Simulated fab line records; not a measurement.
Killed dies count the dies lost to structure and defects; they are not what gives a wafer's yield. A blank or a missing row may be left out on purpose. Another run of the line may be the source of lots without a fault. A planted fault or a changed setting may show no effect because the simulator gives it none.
Code-filled problem report in 8D (eight disciplines) form / flow berkeley-cmos170 / the parts of the form that need people (team, actions taken, sign-off) are left out

== 1. THE PROBLEM ==
Wafers without a fault read 29.98, standard deviation 0.03; exposure-dose-mJ-cm2 at UCB170_PSD_EXPOSE_03 reads a mean of 31.00 on 6 wafers belonging to 2 lots. That puts it +34 standard deviations away from the usual mean.
The step: exposes mask PSELECT MOD, target cd 1200 nm.
First observed at day 9 05:21: wafer L226.1, on krf-scanner-01. At this step, 42 wafers from 14 lots have a number in the record. The rule behind "out" and "out of limits": a value lying over 4 standard deviations away from the usual mean. The other wafers with a number count as sound.

== 2. WHAT IT IS AND WHAT IT IS NOT ==
question=which readings at this step | is=exposure-dose-mJ-cm2 | is not=-
question=which lots | is=L226, L231 | is not=L217, L218, L219, L220, L221, L222, L223, L225, L230, L232, L236, L238
question=which wafers of those lots | is=all that have a number | is not=-
question=read on which tools | is=krf-scanner-01 | is not=krf-scanner-02
question=when | is=from day 9 05:21 | is not=up to then (21 sound wafers); but 15 sound wafers of L225, L230, L232, L236, L238 came after

== 3. SUSPECTS, AND WHAT RULES EACH OUT ==
Counting: any tool at a process step up to the reading is kept as a suspect provided that every lot that is out went through it and no sound lot did after the first of them.
- krf-scanner-01 at UCB170_PSD_EXPOSE_03 (exposes mask PSELECT MOD, target cd 1200 nm): kept. It ran every lot that is out, first L226 (day 9 05:21), and no sound lot after that; its last sound lot up to then is L223 (day 8 11:57). Its own exposure-dose-mJ-cm2 readings are out on those wafers.
Remaining after the count: krf-scanner-01 at UCB170_PSD_EXPOSE_03.

== 4. THE CAUSE (what the simulator had put in) ==
Drift in process parameters on krf-scanner-01 at UCB170_PSD_EXPOSE_03, starting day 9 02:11. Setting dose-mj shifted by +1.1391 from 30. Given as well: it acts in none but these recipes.
Only this tool survived the counting.

== 5. THE EFFECT CHAIN, in route order ==
One row per reading whose mean, taken over the struck wafers that have a number, lies over 3 standard deviations from the usual. Only readings for which the record gives a usual standard deviation are gone through. hours: the time from each lot's start at the first step in this table that gives one to its start at this step, as a median over the lots. sigmas: the change in usual standard deviations.
hours=0; step=UCB170_PSD_EXPOSE_03; reading=exposure-dose-mJ-cm2; usual=29.98; on struck wafers=31.00; change=+1.02; sigmas=+34
Process steps it contains:
- UCB170_PSD_EXPOSE_03: exposes mask PSELECT MOD, target cd 1200 nm.
At these later measuring or inspecting steps, every struck wafer for which the step has a row has a number for every such reading, and none has moved that far: UCB170_PSD_CD_MEAS_06.

== 6. HOW IT WOULD HAVE BEEN CAUGHT EARLIER ==
In this record no reading fell out of limits until day 9 05:21, 3 hours after the fault had begun at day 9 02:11.
